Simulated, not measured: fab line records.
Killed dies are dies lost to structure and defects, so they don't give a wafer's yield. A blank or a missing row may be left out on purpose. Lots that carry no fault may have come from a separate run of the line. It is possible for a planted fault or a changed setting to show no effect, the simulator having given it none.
fab line records	flow rit-cmos
record lots=6	wafers=18	last-day=7
route steps=202 shown NWELL@35 PWELL@39 WELLDRIVE@50 NRETRO@53 M1@202
lots that met no fault: from a run of the same line without faults
start-h: the number of hours between the record's first day and the start of the first shown wafer of the lot	wait-h: hours since the lot's step before	" as in the row above	L1.1+2: a single row standing in for several wafers	- either no value or no given start	* or withheld: withheld	< > ~ a bound
route shown NAME@n: a module of which the file shows steps, and the number in the route of the first	usual: average and standard deviation across the fault-free wafers	same: alike in all rows	chamber/n: place in a boat	sites: per-site readings	_std_site: how widely they spread, as a standard deviation	_edge_site: outer sites' mean less inner sites'	radius-mm: how far each site lies from the wafer's centre	mask NAME#n: copy n	behind: the last tool/chamber to shape the wafer	hold: why the lot went on hold/how many hours it stayed there/how the hold came to an end	device: transistor that didn't switch, given as n, p or np	end of line: the route-end tests of the same wafers	step lacking rows: just its recipe	killed: count of dies lost to structure and defects at first sort (not the wafer's yield)	map: a wafer's dies, x killed, . not, _ none there
set.NAME: the setting the step ran with; set.NAME@STEP: the setting that earlier step ran with	model.NAME: the simulator's own value behind a step, which no gauge read
a table for each step, a row for each wafer; lots at some steps of the route
services: the hour from which a tool's chamber was out of use, counted from the record's first day as start-h (under 0 if before that day), plus the number of hours and why
## steps
# step RIT_NWELL_HARDBAKE_07
# recipe resist=NOVOLAK	temp-c=140	time-s=120
# step RIT_NWELL_IMPLANT_08
# recipe species=P	energy-kev=170	dose-cm2=5e+13	tilt-deg=7
# step RIT_NWELL_STRIP_09
# recipe chemistry=O2	time-s=180	resist=NOVOLAK	platen-temp-c=withheld	power-w=500	pressure-mtorr=4000	o2-flow-sccm=4000
# usual drypump-motor-current-A=6.09/0.25
lot.wafer	tool	chamber	start-h	wait-h	drypump-motor-current-A	rf-hours-counter-h
L396.4	plasma-asher-04	0	39.48	0.1	6.04	-
L396.5	"	1	"	"	5.95	-
L396.6	"	0	"	"	6.03	-
L399.1	plasma-asher-01	1	53.94	0.1	5.73	34
L399.2	"	0	"	"	5.94	34
L399.6	"	0	"	"	5.93	-
L401.2	plasma-asher-01	1	68.61	0.1	5.75	36
L401.4	"	0	"	"	5.94	-
L401.5	"	1	"	"	5.73	-
L404.2	plasma-asher-02	0	78.79	0.1	6.43	44
L404.3	"	1	"	"	6.38	-
L404.6	"	0	"	"	6.44	-
L406.1	plasma-asher-01	1	87.36	0.1	5.70	38
L406.2	"	0	"	"	5.96	38
L406.5	"	1	"	"	5.71	-
L416.2	plasma-asher-04	0	138.99	0.1	6.02	3
L416.3	"	0	"	"	6.03	-
L416.4	"	1	"	"	6.01	-
# step RIT_NWELL_TW_MEAS_10
# usual NWELL_TW=2148/15
lot.wafer	tool	chamber	start-h	wait-h	NWELL_TW
L396.4	film-metro-02	-	39.63	0.1	2119
L396.5	"	-	"	"	2131
L396.6	"	-	"	"	2128
L399.1	film-metro-02	-	54.11	0.1	2148
L399.2	"	-	"	"	2156
L399.6	"	-	"	"	2147
L401.2	film-metro-02	-	68.80	0.1	2153
L401.4	"	-	"	"	2155
L401.5	"	-	"	"	2156
L404.2	film-metro-01	-	78.98	0.1	2160
L404.3	"	-	"	"	2153
L404.6	"	-	"	"	2150
L406.1	film-metro-04	-	87.54	0.1	2129
L406.2	"	-	"	"	2134
L406.5	"	-	"	"	2144
L416.2	film-metro-01	-	139.18	0.1	2161
L416.3	"	-	"	"	2158
L416.4	"	-	"	"	2139
# step RIT_PWELL_HMDS_00
# recipe prime-time-s=60	prime-temp-c=140
# step RIT_PWELL_COAT_01
# recipe resist=NOVOLAK	spin-rpm=2000	resist-thk-nm=1300
# step RIT_PWELL_SOFTBAKE_02
# recipe resist=NOVOLAK	temp-c=90	time-s=58.85
# step RIT_PWELL_EXPOSE_03
# recipe mask-id=M3	na=0.57	target-cd-nm=43700	dose-mj=250
# step RIT_PWELL_PEB_04
# recipe resist=NOVOLAK	temp-c=withheld	time-s=withheld
# step RIT_PWELL_DEVELOP_05
# recipe resist=NOVOLAK	develop-time-s=68	dev-temp-c=23
# step RIT_PWELL_OVL_MEAS_06
# usual PWELL_OVL=-1.3/1.2
lot.wafer	tool	chamber	start-h	wait-h	PWELL_OVL[nm]
L396.4	overlay-02	-	40.83	-	-0.7
L396.5	"	-	"	"	-2.0
L396.6	"	-	"	"	-2.4
L399.1	overlay-02	-	55.05	-	-2.7
L399.2	"	-	"	"	-1.1
L399.6	"	-	"	"	-1.1
L401.2	overlay-02	-	70.00	-	-3.2
L401.4	"	-	"	"	0.1
L401.5	"	-	"	"	-2.1
L404.2	overlay-01	-	80.04	-	-1.4
L404.3	"	-	"	"	-1.7
L404.6	"	-	"	"	-0.5
L406.1	overlay-01	-	88.60	-	-2.7
L406.2	"	-	"	"	-1.8
L406.5	"	-	"	"	-1.4
L416.2	overlay-01	-	140.16	-	-1.7
L416.3	"	-	"	"	1.4
L416.4	"	-	"	"	0.3
# step RIT_PWELL_HARDBAKE_07
# recipe resist=NOVOLAK	temp-c=140	time-s=120
# step RIT_PWELL_IMPLANT_08
# recipe species=B	energy-kev=170	dose-cm2=7e+13	tilt-deg=7
# usual beam-energy-keV=169.99/0.053	tilt-deg=7.004/0.017
# same implant-ion-amu=11
lot.wafer	tool	chamber	start-h	wait-h	beam-energy-keV	tilt-deg	model.implant.rp-nm	model.implant.drp-nm
L396.4	implanter-02	0	41.35	0.2	169.94	7.009	471.8	102.9
L396.5	"	0	"	"	169.92	7.004	471.8	102.9
L396.6	"	0	"	"	170.00	7.021	471.8	102.9
L399.1	implanter-02	0	55.56	0.2	170.00	6.990	491.4	102.9
L399.2	"	0	"	"	169.97	7.018	491.4	102.9
L399.6	"	0	"	"	170.05	7.009	491.4	102.9
L401.2	implanter-02	0	70.30	0.2	220.99	7.005	593.6	111.6
L401.4	"	0	"	"	220.90	7.027	593.6	111.6
L401.5	"	0	"	"	221.05	7.016	593.6	111.6
L404.2	implanter-04	0	80.34	0.2	169.94	6.988	462.4	102.9
L404.3	"	0	"	"	169.97	6.997	462.4	102.9
L404.6	"	0	"	"	169.96	6.999	462.4	102.9
L406.1	implanter-02	0	88.89	0.2	220.96	6.992	579.8	111.6
L406.2	"	0	"	"	221.01	7.001	579.8	111.6
L406.5	"	0	"	"	220.95	7.004	579.8	111.6
L416.2	implanter-04	0	140.46	0.2	170.02	7.004	482.9	102.9
L416.3	"	0	"	"	170.02	7.016	482.9	102.9
L416.4	"	0	"	"	169.98	6.987	482.9	102.9
# step RIT_PWELL_STRIP_09
# recipe chemistry=O2	time-s=180	resist=NOVOLAK	platen-temp-c=withheld	power-w=500	pressure-mtorr=4000	o2-flow-sccm=4000
# usual drypump-motor-current-A=5.6/0.4
lot.wafer	tool	chamber	start-h	wait-h	drypump-motor-current-A	rf-hours-counter-h
L396.4	plasma-asher-04	0	41.48	0.1	6.0	-
L396.5	"	1	"	"	6.0	-
L396.6	"	0	"	"	6.0	-
L399.1	plasma-asher-04	1	55.71	0.1	5.9	43
L399.2	"	0	"	"	6.0	43
L399.6	"	0	"	"	6.0	-
L401.2	plasma-asher-04	1	70.43	0.1	6.0	46
L401.4	"	0	"	"	6.0	-
L401.5	"	0	"	"	6.0	-
L404.2	plasma-asher-03	1	80.47	0.1	5.1	29
L404.3	"	0	"	"	5.2	-
L404.6	"	1	"	"	5.1	-
L406.1	plasma-asher-01	0	89.04	0.1	5.9	38
L406.2	"	1	"	"	5.7	38
L406.5	"	1	"	"	5.8	-
L416.2	plasma-asher-01	1	140.59	0.1	5.7	44
L416.3	"	1	"	"	5.7	-
L416.4	"	0	"	"	6.0	-
# step RIT_PWELL_TW_MEAS_10
# usual PWELL_TW=951/6.8
lot.wafer	tool	chamber	start-h	wait-h	PWELL_TW
L396.4	film-metro-04	-	41.63	0.1	948
L396.5	"	-	"	"	946
L396.6	"	-	"	"	948
L399.1	film-metro-04	-	55.88	0.1	946
L399.2	"	-	"	"	943
L399.6	"	-	"	"	946
L401.2	film-metro-02	-	70.61	0.1	960
L401.4	"	-	"	"	972
L401.5	"	-	"	"	973
L404.2	film-metro-02	-	80.65	0.1	953
L404.3	"	-	"	"	957
L404.6	"	-	"	"	950
L406.1	film-metro-02	-	89.22	0.1	961
L406.2	"	-	"	"	963
L406.5	"	-	"	"	958
L416.2	film-metro-04	-	140.77	0.1	940
L416.3	"	-	"	"	942
L416.4	"	-	"	"	942
# step RIT_WELLDRIVE_ANNEAL_00
# recipe temp-c=1100	time-s=14700	ambient=N2
# step RIT_WELLDRIVE_RS_MEAS_01
# recipe thk-meas-gauge=four-point-probe
# usual NWELL_RS=275.6/0.78
lot.wafer	tool	chamber	start-h	wait-h	NWELL_RS[ohm/sq]
L396.4	film-metro-04	-	48.00	0.1	276.1
L396.5	"	-	"	"	275.2
L396.6	"	-	"	"	274.5
L399.1	film-metro-02	-	62.74	0.0	276.6
L399.2	"	-	"	"	276.7
L399.6	"	-	"	"	276.3
L401.2	film-metro-01	-	77.16	0.0	275.1
L401.4	"	-	"	"	275.6
L401.5	"	-	"	"	275.9
L404.2	film-metro-01	-	85.98	0.0	276.8
L404.3	"	-	"	"	276.6
L404.6	"	-	"	"	276.7
L406.1	film-metro-01	-	95.00	0.0	274.6
L406.2	"	-	"	"	275.1
L406.5	"	-	"	"	274.9
L416.2	film-metro-04	-	147.95	0.0	276.6
L416.3	"	-	"	"	276.8
L416.4	"	-	"	"	277.1
# step RIT_WELLDRIVE_RS_MEAS_02
# recipe thk-meas-gauge=four-point-probe
# usual PWELL_RS=429.1/1.2
lot.wafer	tool	chamber	start-h	wait-h	PWELL_RS[ohm/sq]
L396.4	film-metro-04	-	48.12	0.1	428.8
L396.5	"	-	"	"	428.3
L396.6	"	-	"	"	427.9
L399.1	film-metro-02	-	62.86	0.1	428.8
L399.2	"	-	"	"	428.9
L399.6	"	-	"	"	427.8
L401.2	film-metro-01	-	77.28	0.1	418.2
L401.4	"	-	"	"	416.9
L401.5	"	-	"	"	417.6
L404.2	film-metro-01	-	86.10	0.1	431.0
L404.3	"	-	"	"	430.8
L404.6	"	-	"	"	430.6
L406.1	film-metro-01	-	95.12	0.1	417.7
L406.2	"	-	"	"	417.4
L406.5	"	-	"	"	417.7
L416.2	film-metro-04	-	148.07	0.1	427.9
L416.3	"	-	"	"	428.6
L416.4	"	-	"	"	428.2
# step RIT_NRETRO_HMDS_00
# recipe prime-time-s=60	prime-temp-c=140
# step RIT_M1_PROBE_99
# usual killed-at-contacts=0.1/0.23	killed-at-front-end=6.6/2.8	killed-dies=6.6/2.8	killed-open=3.3/2	killed-short=3.2/1.7
# same gross-dies=264	killed_at_M0_to_M3=0	killed_at_M4_up=0	killed-at-back-side=0	killed-at-other=0
lot.wafer	tool	chamber	start-h	wait-h	killed-at-contacts	killed-at-front-end	killed-dies	killed-open	killed-short	model.etest.nmos_0p3.r-on-ohm-um	model.etest.nmos-turned.drive-ua-um	model.etest.nmos_0p15.drive-ua-um	model.etest.pwell-pinched.rs-ohm-sq	model.etest.nmos_0p3.drive-ua-um	model.etest.nmos-narrow.drive-ua-um	model.etest.pwell.rs-ohm-sq	model.etest.field-n.vt-v
L396.4	prober-01	-	79.83	0.2	0	3	3	1	2	2119	346.3	480.8	460.9	236.7	238.2	420.8	36.19
L396.5	prober-01	-	79.88	0.2	0	4	4	3	1	2165	336.9	458.5	451	225.3	227.9	415.3	35.05
L396.6	prober-01	-	79.93	0.2	0	10	10	5	5	2178	337.7	463.1	467.8	230.3	232.1	416.6	35.88
L399.1	prober-02	-	91.75	0.1	0	9	9	7	2	2073	353.1	495.2	445.9	233.4	238.3	411.7	35.47
L399.2	prober-02	-	91.80	0.1	0	11	11	7	4	2064	363.2	503.1	451	241.1	243.6	412.9	35.72
L399.6	prober-02	-	92.00	0.2	0	9	9	5	4	2118	352.2	492.2	455.4	231.7	235	412.9	35.76
L401.2	prober-01	-	109.23	0.1	0	5	5	1	4	1994	361.1	490.6	425.9	252.7	260.7	393.5	32.54
L401.4	prober-01	-	109.33	0.2	0	5	5	1	4	2027	363.9	496.3	431.2	254.9	261.1	393.7	32.96
L401.5	prober-01	-	109.38	0.2	0	4	4	2	2	2021	377.9	498.5	432.9	251.6	258.7	395.7	33
L404.2	prober-01	-	122.08	0.1	0	3	3	0	3	2229	298.8	452.3	463.8	217.9	223.1	425	34.9
L404.3	prober-01	-	122.13	0.2	0	7	7	5	2	2194	303.5	461.9	457.7	218.6	223.5	421	35
L404.6	prober-01	-	122.28	0.2	0	5	5	3	2	2188	301.7	458.7	464.8	216.9	223.4	424.6	34.55
L406.1	prober-01	-	128.75	0.1	0	6	6	4	2	2078	346.7	481.2	440.7	243.4	251.6	399	33.5
L406.2	prober-01	-	128.80	0.1	0	5	5	3	2	2108	340.5	471.5	438.9	238.6	242.4	395.4	33.68
L406.5	prober-01	-	128.95	0.2	0	4	4	2	2	2078	348.5	480.8	442.2	241.1	246.6	407.5	34.03
L416.2	prober-01	-	178.27	0.1	0	6	6	3	3	2150	325.8	469.6	457.8	231.3	232.4	418.1	35.97
L416.3	prober-01	-	178.32	0.2	1	7	8	2	6	2173	326.6	470	462.8	227	226.8	418.6	36.6
L416.4	prober-01	-	178.37	0.2	0	5	5	2	3	2164	337.5	478.7	452.9	225.8	227.2	418.9	36.78
# killed by level:class
L396.4 FOX2:geometric-particle:short=1 FOX2:geometric-particle:open=1 SILICIDE:geometric-particle:short=1
L396.5 FOX1:geometric-particle:open=1 GATE:geometric-particle:open=1 REOX:geometric-particle:short=1 SILICIDE:geometric-particle:open=1
L396.6 GATE:geometric-particle:short=3 REOX:geometric-particle:open=2 FOX1:geometric-particle:short=1 FOX2:geometric-particle:open=1 GATE:geometric-particle:open=1 SPACER:geometric-particle:open=1 SPACER:geometric-particle:short=1
L399.1 FOX2:geometric-particle:open=3 FOX1:geometric-particle:open=2 GATE:geometric-particle:open=2 FOX1:geometric-particle:short=1 SPACER:geometric-particle:short=1
L399.2 GATE:geometric-particle:open=5 FOX1:geometric-particle:short=2 FOX1:geometric-particle:open=2 GATE:geometric-particle:short=1 REOX:geometric-particle:short=1
L399.6 FOX1:geometric-particle:open=3 FOX1:geometric-particle:short=1 GATE:geometric-particle:open=1 REOX:geometric-particle:short=1 REOX:geometric-particle:open=1 SPACER:geometric-particle:short=1 SILICIDE:geometric-particle:short=1
L401.2 FOX2:geometric-particle:short=2 GATE:geometric-particle:short=1 GATE:geometric-particle:open=1 SPACER:geometric-particle:short=1
L401.4 SPACER:geometric-particle:short=2 FOX1:geometric-particle:short=1 GATE:geometric-particle:open=1 REOX:geometric-particle:short=1
L401.5 FOX2:geometric-particle:open=1 GATE:geometric-particle:open=1 REOX:geometric-particle:short=1 SILICIDE:geometric-particle:short=1
L404.2 GATE:geometric-particle:short=2 REOX:geometric-particle:short=1
L404.3 SPACER:geometric-particle:open=2 ACTIVE:geometric-particle:short=1 FOX1:geometric-particle:open=1 GATE:geometric-particle:open=1 GATE:geometric-particle:short=1 REOX:geometric-particle:open=1
L404.6 GATE:geometric-particle:open=2 FOX2:geometric-particle:short=1 SPACER:geometric-particle:open=1 SPACER:geometric-particle:short=1
L406.1 GATE:geometric-particle:open=3 SPACER:geometric-particle:short=2 REOX:geometric-particle:open=1
L406.2 FOX2:geometric-particle:open=2 SPACER:geometric-particle:short=2 REOX:geometric-particle:open=1
L406.5 FOX1:geometric-particle:short=1 FOX1:geometric-particle:open=1 FOX2:geometric-particle:open=1 FOX2:geometric-particle:short=1
L416.2 GATE:geometric-particle:short=2 FOX1:geometric-particle:open=1 FOX2:geometric-particle:short=1 REOX:geometric-particle:open=1 SILICIDE:geometric-particle:open=1
L416.3 GATE:geometric-particle:open=2 SILICIDE:geometric-particle:short=2 FOX1:geometric-particle:short=1 FOX2:geometric-particle:short=1 GATE:geometric-particle:short=1 CONTACT:geometric-particle:short=1
L416.4 GATE:geometric-particle:short=3 GATE:geometric-particle:open=1 REOX:geometric-particle:open=1
## services
tool	chamber	start-h	hours	kind
plasma-asher-02	-	39.84	14.4	repair
plasma-asher-02	-	47.53	0.5	repair
implanter-02	-	50.90	1.8	repair
plasma-asher-03	-	52.89	14.6	pm
implanter-04	-	64.07	4.5	pm
implanter-02	-	92.01	0.8	repair
implanter-04	-	103.79	3.2	pm
plasma-asher-04	-	108.75	9.0	pm
plasma-asher-04	0	108.75	9.0	vent-cycle
plasma-asher-04	1	108.75	9.0	vent-cycle
implanter-04	-	113.03	1.0	repair
plasma-asher-04	0	117.75	-	clean
plasma-asher-04	1	117.75	-	clean
plasma-asher-02	-	121.22	0.5	repair
plasma-asher-01	-	134.42	1.8	repair
## key
first-sign step=RIT_PWELL_IMPLANT_08	reading=beam-energy-keV	direction=up	sigmas=99+	usual=169.99	struck=220.97
effect step=RIT_PWELL_TW_MEAS_10	reading=PWELL_TW	direction=up	sigmas=1.9	usual=951	struck=964
effect step=RIT_WELLDRIVE_RS_MEAS_02	reading=PWELL_RS	direction=down	sigmas=9.8	usual=429.1	struck=417.6
model-effect step=RIT_PWELL_IMPLANT_08	value=implant.rp-nm	without=481.3	struck=586.7
model-effect step=RIT_M1_PROBE_99	value=etest.nmos_0p3.r-on-ohm-um	without=2145	struck=2051
met-at RIT_PWELL_IMPLANT_08
struck-wafers L401.2,L401.4,L401.5,L406.1,L406.2,L406.5
tester-left-out L401,L406
onset-between 55.56 70.30
fault kind=process-parameter-drift	tool=implanter-02	chamber=-	onset-h=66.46	steps=RIT_PWELL_IMPLANT_08	channel=energy-kev	offset=51	shape=step	end-h=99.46	acts-in=these-recipes-only	stated=170
# tester-left-out: of these lots the tester's yield and bins aren't shown, on N5 and GAA mostly nor the transistor test; their killed dies are dies lost to structure and defects alone, not to doping, threshold or leakage, so they don't give the yield
